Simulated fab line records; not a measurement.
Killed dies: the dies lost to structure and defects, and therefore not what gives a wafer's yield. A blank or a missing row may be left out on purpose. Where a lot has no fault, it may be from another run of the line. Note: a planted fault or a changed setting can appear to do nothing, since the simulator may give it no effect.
Which tool is to blame?    flow rit cmos    Sampling: 14 lots, 42 wafers, 3 of 202 route steps

== WHAT THE GAUGES SHOWED, per wafer ==
RIT_M1_RS_MEAS_01: measures by four-point-probe. Usual: M1_AL_RS 0.0733 ohm/sq, standard deviation 0.00061.
lot   measured     on             M1_AL_RS (ohm/sq)     flag
L989  day 3 06:05  film metro-04  0.0737 0.0731 0.0737  
L991  day 3 16:32  film metro-04  0.0724 0.0727 0.0723  
L992  day 3 20:07  film metro-04  0.0736 0.0729 0.0735  
L993  day 4 02:22  film metro-02  0.0740 0.0742 0.0740  
L995  day 4 11:40  film metro-04  0.0742 0.0731 0.0732  
L996  day 4 16:23  film metro-03  0.0733 0.0731 0.0726  
L997  day 4 22:15  film metro-03  0.0739 0.0736 0.0736  
L998  day 5 08:01  film metro-03  0.0734 0.0724 0.0737  
L101  day 5 18:11  film metro-04  0.0727 0.0727 0.0866  OFF
L105  day 6 14:41  film metro-04  0.0878 0.0732 0.0729  OFF
L106  day 6 20:04  film metro-03  0.0731 0.0734 0.0727  
L108  day 7 06:53  film metro-04  0.0741 0.0731 0.0734  
L110  day 7 14:56  film metro-03  0.0726 0.0733 0.0731  
L112  day 8 01:07  film metro-03  0.0724 0.0736 0.0735  

RIT_M1_THK_MEAS_02: measures by xrf. Usual: M1_AL_THK 397 nm, standard deviation 4.
lot   measured     on             M1_AL_THK (nm)  flag
L989  day 3 06:12  film metro-04  394 396 396     
L991  day 3 16:39  film metro-04  401 401 402     
L992  day 3 20:14  film metro-04  398 401 396     
L993  day 4 02:28  film metro-02  394 396 398     
L995  day 4 11:47  film metro-04  392 399 396     
L996  day 4 16:31  film metro-03  394 392 395     
L997  day 4 22:22  film metro-03  389 389 390     
L998  day 5 08:08  film metro-03  393 398 391     
L101  day 5 18:18  film metro-04  401 399 336     OFF
L105  day 6 14:49  film metro-04  335 398 400     OFF
L106  day 6 20:11  film metro-03  394 392 398     
L108  day 7 07:00  film metro-04  393 399 398     
L110  day 7 15:04  film metro-03  399 393 396     
L112  day 8 01:14  film metro-03  400 396 397     

== WHAT TOOL EACH LOT RAN ON (gives the tool, then ch and the chambers of the sampled wafers, and finally the start) ==
lot   RIT_M1_SPUTTER_00
L989  pvd sputter-04, day 3 05:47
L991  pvd sputter-04, day 3 16:14
L992  pvd sputter-02, day 3 19:49
L993  pvd sputter-04, day 4 02:03
L995  pvd sputter-04, day 4 11:23
L996  pvd sputter-02, day 4 16:06
L997  pvd sputter-04, day 4 21:58
L998  pvd sputter-02, day 5 07:43
L101  pvd sputter-04, day 5 17:53
L105  pvd sputter-04, day 6 14:23
L106  pvd sputter-02, day 6 19:46
L108  pvd sputter-02, day 7 06:34
L110  pvd sputter-02, day 7 14:38
L112  pvd sputter-02, day 8 00:49
- RIT_M1_SPUTTER_00: material Al, target thk 400 nm, time 500 s.

== AS READ BY THE TOOLS THEMSELVES (means over the sampled wafers that have a number; for cases with no such wafer, the mark the record gives instead) ==
RIT_M1_SPUTTER_00. Usual: cathode dc power W 2000.0 W, standard deviation 0.37; chamber pressure pa 0.4000 Pa, standard deviation 0.00082; throttle valve pct 30.1 %, standard deviation 0.65.
lot   tool            cathode dc power W (W)  chamber pressure pa (Pa)  throttle valve pct (%)  flag
L989  pvd sputter-04  1999.8                  0.4002                    30.5                    
L991  pvd sputter-04  2000.2                  0.4003                    30.6                    
L992  pvd sputter-02  1999.9                  0.3997                    30.0                    
L993  pvd sputter-04  1999.8                  0.3998                    29.9                    
L995  pvd sputter-04  2000.0                  0.3994                    30.6                    
L996  pvd sputter-02  2000.1                  0.3998                    29.9                    
L997  pvd sputter-04  1999.6                  0.4000                    30.2                    
L998  pvd sputter-02  2000.3                  0.4003                    30.0                    
L101  pvd sputter-04  1892.5                  0.3994                    30.1                    OFF
L105  pvd sputter-04  1892.6                  0.4003                    30.7                    OFF
L106  pvd sputter-02  1999.8                  0.3999                    30.0                    
L108  pvd sputter-02  2000.0                  0.3996                    30.0                    
L110  pvd sputter-02  1999.9                  0.4004                    29.8                    
L112  pvd sputter-02  1999.6                  0.3992                    29.9                    

== THE ANSWER, worked out from the rows above alone ==
Rule: lot off if the mean of its wafers having a number is beyond 3 standard deviations from the usual mean. A lot without any number at a reading at which 4 lots or more have one is off too. Any other lot the step has rows for is counted as sound. First the gauges in route order, then the tools' own readings, where a lot's mean is used as printed above. At the first step where some lot is off, the reading lying furthest off is the one used; lots without a number count as furthest.
Off: L101, L105, seen at RIT_M1_RS_MEAS_01 (M1_AL_RS).
If a tool, at a process step before that reading, ran all the lots that are off and no sound lot after the first of them, it fits. Not tried: the gauges at RIT_M1_RS_MEAS_01; whatever is off there is also off at RIT_M1_SPUTTER_00, on other tools, and gauge error can't account for it. One fits: RIT_M1_SPUTTER_00 on pvd sputter-04. Its last sound lot is L997 (day 4 21:58), its first lot that is off L101 (day 5 17:53): a fault that began between those two fits.
The tool's own readings at RIT_M1_SPUTTER_00 bear it out: on the lots that are off they differ by more than 5 times the standard deviation of the sound lots' means. cathode dc power W reads 1892.5 W there against 1999.9 W on the sound lots.

== WHAT HAD BEEN PUT IN BY THE SIMULATOR ==
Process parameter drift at RIT_M1_SPUTTER_00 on pvd sputter-04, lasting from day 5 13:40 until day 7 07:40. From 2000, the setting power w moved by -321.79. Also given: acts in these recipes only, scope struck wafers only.
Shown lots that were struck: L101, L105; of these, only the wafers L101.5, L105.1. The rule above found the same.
